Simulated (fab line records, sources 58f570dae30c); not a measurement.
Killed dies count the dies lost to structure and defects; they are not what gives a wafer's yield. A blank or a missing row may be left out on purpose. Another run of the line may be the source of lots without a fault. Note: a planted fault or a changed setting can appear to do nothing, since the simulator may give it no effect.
fab line records -- flow berkeley-cmos170 -- part 2 of 2: steps 26 to 33 of 33
record: lots: 5, wafers: 15, last-day: 13
route steps=331 shown NVT@113 PVT@115 GATE@125 FIELD@126 PLDD@145
lots with no fault: from the same line, run without faults
start-h: hours from the record's opening day to when the first of the lot's shown wafers began -- wait-h: hours elapsed since this lot's preceding step -- " identical to the entry in the row above -- L1.1+2: several wafers, shown together as one row -- - either no value or no given start -- * or withheld: withheld -- < > ~ a bound
route shown NAME@n: a module of which the file shows steps, and the number in the route of the first -- usual: the fault-free wafers' mean and standard deviation -- same: alike in all rows -- chamber/n: place in a boat -- sites: readings site by site -- _std_site: standard deviation of those values -- _edge_site: inner sites' mean taken away from outer sites' mean -- radius-mm: how far each site lies from the wafer's centre -- mask NAME#n: copy n -- behind: tool/chamber where the wafer was last shaped -- hold: reason for holding the lot/hours on hold/outcome of the hold -- device: whichever transistor did not switch (one of n, p or np) -- end of line: the route-end tests of the same wafers -- a step with no rows: only its recipe -- killed: dies lost to structure and defects at the first sort, not the wafer's yield -- map: a wafer's dies, x killed, . not, _ none there
set.NAME: setting as actually run; set.NAME@STEP: the setting as run at that earlier step -- model.NAME: the simulator's own value behind a step, which no gauge read
lots at some steps of the route; a table a step, a row a wafer
services: a tool's chamber out of use, with start hour (start-h, from the record's first day; less than 0 if before it), hours out, and reason
== steps ==
step: UCB170_GATE_CD_MEAS_12
recipe: target-cd-nm: 350
usual: cd-nm: 350.1/1.4
lot.wafer,tool,chamber,start-h,wait-h,cd-nm
L077.2,cd-sem-01,-,160.36,-,350.2
L077.4,cd-sem-01,-,160.36,-,351.7
L077.6,cd-sem-01,-,160.36,-,351.8
L080.1,cd-sem-02,-,180.19,-,350.7
L080.2,cd-sem-02,-,180.19,-,350.7
L080.3,cd-sem-02,-,180.19,-,349.9
L082.4,cd-sem-02,-,199.40,-,349.3
L082.5,cd-sem-02,-,199.40,-,349.8
L082.6,cd-sem-02,-,199.40,-,349.9
L086.1,cd-sem-01,-,221.08,-,348.5
L086.2,cd-sem-01,-,221.08,-,346.7
L086.5,cd-sem-01,-,221.08,-,347.4
L094.2,cd-sem-02,-,258.10,-,351.6
L094.3,cd-sem-02,-,258.10,-,349.6
L094.6,cd-sem-02,-,258.10,-,350.2
step: UCB170_GATE_OVL_MEAS_13
usual: GATE_OVL: -1/5.2
lot.wafer,tool,chamber,start-h,wait-h,GATE_OVL[nm]
L077.2,overlay-02,-,160.47,0.1,-9
L077.4,overlay-02,-,160.47,0.1,-12
L077.6,overlay-02,-,160.47,0.1,-8
L080.1,overlay-02,-,180.31,0.1,8
L080.2,overlay-02,-,180.31,0.1,-2
L080.3,overlay-02,-,180.31,0.1,0
L082.4,overlay-01,-,199.47,0.1,-2
L082.5,overlay-01,-,199.47,0.1,0
L082.6,overlay-01,-,199.47,0.1,-5
L086.1,overlay-01,-,221.20,0.1,-1
L086.2,overlay-01,-,221.20,0.1,1
L086.5,overlay-01,-,221.20,0.1,2
L094.2,overlay-01,-,258.21,0.1,7
L094.3,overlay-01,-,258.21,0.1,8
L094.6,overlay-01,-,258.21,0.1,-1
step: UCB170_GATE_ETCH_14
recipe: chemistry: N2/H2, target-depth-a: withheld, overetch-a: withheld, target: BARC, time-s: withheld, source-w: 500, bias-w: 100, pressure-mtorr: 30, n2-flow-sccm: 100, h2-flow-sccm: 200
usual: drypump-motor-current-A: 5.9/0.47, oes-product-au: 0.997/0.019, throttle-valve-pct: 13.27/0.16
lot.wafer,tool,chamber,start-h,wait-h,drypump-motor-current-A,oes-product-au,throttle-valve-pct
L077.2,rie-diel-01,3,160.50,0.0,5.8,1.003,13.25
L077.4,rie-diel-01,1,160.50,0.0,6.3,1.023,13.50
L077.6,rie-diel-01,0,160.50,0.0,5.2,0.977,13.34
L080.1,rie-diel-01,3,180.35,0.0,5.8,1.006,13.26
L080.2,rie-diel-01,0,180.35,0.0,5.1,0.976,13.32
L080.3,rie-diel-01,1,180.35,0.0,6.3,1.022,13.49
L082.4,rie-diel-02,1,199.49,0.0,6.2,1.007,13.16
L082.5,rie-diel-02,2,199.49,0.0,5.9,0.999,12.92
L082.6,rie-diel-02,1,199.49,0.0,6.2,1.012,13.16
L086.1,rie-diel-02,1,221.24,0.0,6.2,1.024,13.15
L086.2,rie-diel-02,3,221.24,0.0,6.5,1.017,13.45
L086.5,rie-diel-02,1,221.24,0.0,6.2,1.028,13.16
L094.2,rie-diel-01,1,258.24,0.0,6.3,1.036,13.50
L094.3,rie-diel-01,2,258.24,0.0,6.6,1.004,13.25
L094.6,rie-diel-01,0,258.24,0.0,5.1,0.967,13.33
step: UCB170_GATE_ETCH_15
recipe: chemistry: HBr/Cl2, target: poly-Si, stop-on: SiO2, over-etch-frac: 0.3, icp-w: 300, bias-w: 150, time-s: 56.3, pressure-mtorr: 15, HBr_flow_sccm: 150, Cl2_flow_sccm: 50, target-depth-a: 2782
usual: drypump-motor-current-A: 5.7/0.33, oes-product-au: 0.826/0.0087, throttle-valve-pct: 26.35/0.21
same: time-s: 56.3
lot.wafer,tool,chamber,start-h,wait-h,drypump-motor-current-A,oes-product-au,rf-hours-counter-h,throttle-valve-pct
L077.2,rie-si-01,1,160.54,-,5.7,0.816,0,26.29
L077.4,rie-si-01,2,160.54,-,6.4,0.829,1,26.30
L077.6,rie-si-01,2,160.54,-,6.4,0.827,-,26.28
L080.1,rie-si-01,1,180.39,-,5.7,0.827,0,26.29
L080.2,rie-si-01,3,180.39,-,5.1,0.829,66,26.08
L080.3,rie-si-01,0,180.39,-,5.7,0.846,40,26.25
L082.4,rie-si-01,3,199.56,-,5.1,0.824,-,26.09
L082.5,rie-si-01,2,199.56,-,6.4,0.827,-,26.28
L082.6,rie-si-01,0,199.56,-,5.7,0.829,-,26.25
L086.1,rie-si-02,1,221.28,-,5.6,0.804,2,26.80
L086.2,rie-si-02,2,221.28,-,5.5,0.829,2,26.58
L086.5,rie-si-02,0,221.28,-,5.7,0.817,-,26.45
L094.2,rie-si-02,3,258.28,-,5.7,0.836,79,26.17
L094.3,rie-si-02,0,258.28,-,5.8,0.825,87,26.44
L094.6,rie-si-02,0,258.28,-,5.7,0.815,-,26.44
step: UCB170_GATE_STRIP_16
recipe: chemistry: O2, power-w: 400, pressure-mtorr: 3500, platen-temp-c: withheld, o2-flow-sccm: 400, overash-fraction: 0.5
usual: drypump-motor-current-A: 5.9/0.52, oes-product-au: 0.724/0.0045
same: overash-fraction: 0.5
lot.wafer,tool,chamber,start-h,wait-h,drypump-motor-current-A,oes-product-au,rf-hours-counter-h
L077.2,plasma-asher-03,0,160.59,0.0,6.6,0.719,36
L077.4,plasma-asher-03,0,160.59,0.0,6.6,0.722,-
L077.6,plasma-asher-03,1,160.59,0.0,5.7,0.723,-
L080.1,plasma-asher-03,1,180.44,0.0,5.7,0.720,38
L080.2,plasma-asher-03,0,180.44,0.0,6.7,0.724,38
L080.3,plasma-asher-03,1,180.44,0.0,5.7,0.722,-
L082.4,plasma-asher-01,0,199.62,0.0,5.7,0.727,-
L082.5,plasma-asher-01,1,199.62,0.0,6.2,0.729,-
L082.6,plasma-asher-01,0,199.62,0.0,5.7,0.720,-
L086.1,plasma-asher-02,0,221.33,0.0,5.1,0.725,49
L086.2,plasma-asher-02,1,221.33,0.0,6.4,0.731,49
L086.5,plasma-asher-02,1,221.33,0.0,6.4,0.720,-
L094.2,plasma-asher-02,0,258.33,0.0,5.1,0.718,53
L094.3,plasma-asher-02,0,258.33,0.0,5.1,0.724,-
L094.6,plasma-asher-02,0,258.33,0.0,5.1,0.725,-
step: UCB170_GATE_CD_MEAS_90
recipe: target-cd-nm: 350
usual: cd-nm: 350.1/1.4
lot.wafer,tool,chamber,start-h,wait-h,cd-nm
L077.2,cd-sem-01,-,160.71,0.1,350.3
L077.4,cd-sem-01,-,160.71,0.1,350.4
L077.6,cd-sem-01,-,160.71,0.1,352.3
L080.1,cd-sem-01,-,180.54,0.1,351.0
L080.2,cd-sem-01,-,180.54,0.1,350.7
L080.3,cd-sem-01,-,180.54,0.1,349.7
L082.4,cd-sem-02,-,199.74,0.1,348.8
L082.5,cd-sem-02,-,199.74,0.1,350.0
L082.6,cd-sem-02,-,199.74,0.1,349.5
L086.1,cd-sem-01,-,221.43,0.1,348.2
L086.2,cd-sem-01,-,221.43,0.1,347.4
L086.5,cd-sem-01,-,221.43,0.1,347.2
L094.2,cd-sem-01,-,258.53,0.2,352.4
L094.3,cd-sem-01,-,258.53,0.2,350.0
L094.6,cd-sem-01,-,258.53,0.2,351.1
step: UCB170_GATE_CLEAN_17
recipe: chemistry: SPM, temp-c: 120, time-s: 600
usual: bath-guard-temp-C: 120.0/0.61
same: time-s: 600
lot.wafer,tool,chamber,start-h,wait-h,bath-guard-temp-C
L077.2,wet-bench-01,2,160.84,0.1,120.2
L077.4,wet-bench-01,2,160.84,0.1,120.1
L077.6,wet-bench-01,2,160.84,0.1,120.0
L080.1,wet-bench-02,0,180.66,0.1,120.0
L080.2,wet-bench-02,0,180.66,0.1,119.7
L080.3,wet-bench-02,0,180.66,0.1,120.0
L082.4,wet-bench-02,3,199.80,0.0,119.8
L082.5,wet-bench-02,3,199.80,0.0,119.9
L082.6,wet-bench-02,3,199.80,0.0,119.5
L086.1,wet-bench-01,0,221.55,0.1,120.1
L086.2,wet-bench-01,0,221.55,0.1,120.4
L086.5,wet-bench-01,0,221.55,0.1,120.7
L094.2,wet-bench-02,2,258.63,0.1,120.3
L094.3,wet-bench-02,2,258.63,0.1,120.4
L094.6,wet-bench-02,2,258.63,0.1,120.5
step: UCB170_PLDD_HMDS_00
recipe: prime-time-s: 60, prime-temp-c: 100
usual: chill-plate-temp-C: 22.98/0.099
lot.wafer,tool,chamber,start-h,wait-h,chill-plate-temp-C
L077.2,litho-track-04,0,161.43,0.4,23.15
L077.4,litho-track-04,0,161.43,0.4,23.21
L077.6,litho-track-04,0,161.43,0.4,23.06
L080.1,litho-track-01,0,181.01,0.2,22.89
L080.2,litho-track-01,0,181.01,0.2,22.88
L080.3,litho-track-01,0,181.01,0.2,23.10
L082.4,litho-track-04,0,200.20,0.2,23.05
L082.5,litho-track-04,0,200.20,0.2,22.88
L082.6,litho-track-04,0,200.20,0.2,23.00
L086.1,litho-track-02,0,222.01,0.3,22.96
L086.2,litho-track-02,0,222.01,0.3,23.04
L086.5,litho-track-02,0,222.01,0.3,23.02
L094.2,litho-track-02,0,259.53,0.7,22.93
L094.3,litho-track-02,0,259.53,0.7,22.99
L094.6,litho-track-02,0,259.53,0.7,22.77
== services ==
tool,chamber,start-h,hours,kind
krf-scanner-02,-,138.84,0.8,pm
rie-diel-02,3,142.99,8.2,repair
rie-diel-02,1,147.79,24.1,repair
krf-scanner-01,0,160.78,-,calibration
rie-diel-02,3,165.78,13.6,repair
rie-diel-01,2,173.94,-,clean
rie-diel-01,2,173.94,19.3,scheduled-down
furnace-02,-,174.63,3.0,pm
krf-scanner-02,-,198.03,1.3,pm
rie-si-01,1,198.62,18.7,repair
furnace-04,-,199.49,4.1,pm
lpcvd-02,-,200.34,14.6,pm
furnace-01,-,201.11,5.9,pm
plasma-asher-03,-,202.20,9.1,repair
implanter-02,-,203.10,0.6,repair
krf-scanner-01,-,213.39,1.3,pm
rie-diel-01,3,220.94,4.2,repair
krf-scanner-02,0,222.13,-,calibration
furnace-01,-,239.75,3.4,pm
krf-scanner-01,-,240.60,1.0,pm
krf-scanner-01,-,248.92,4.0,pm
furnace-01,-,253.07,3.2,pm
rie-diel-02,2,254.73,3.5,repair
rie-diel-01,3,257.93,2.4,repair
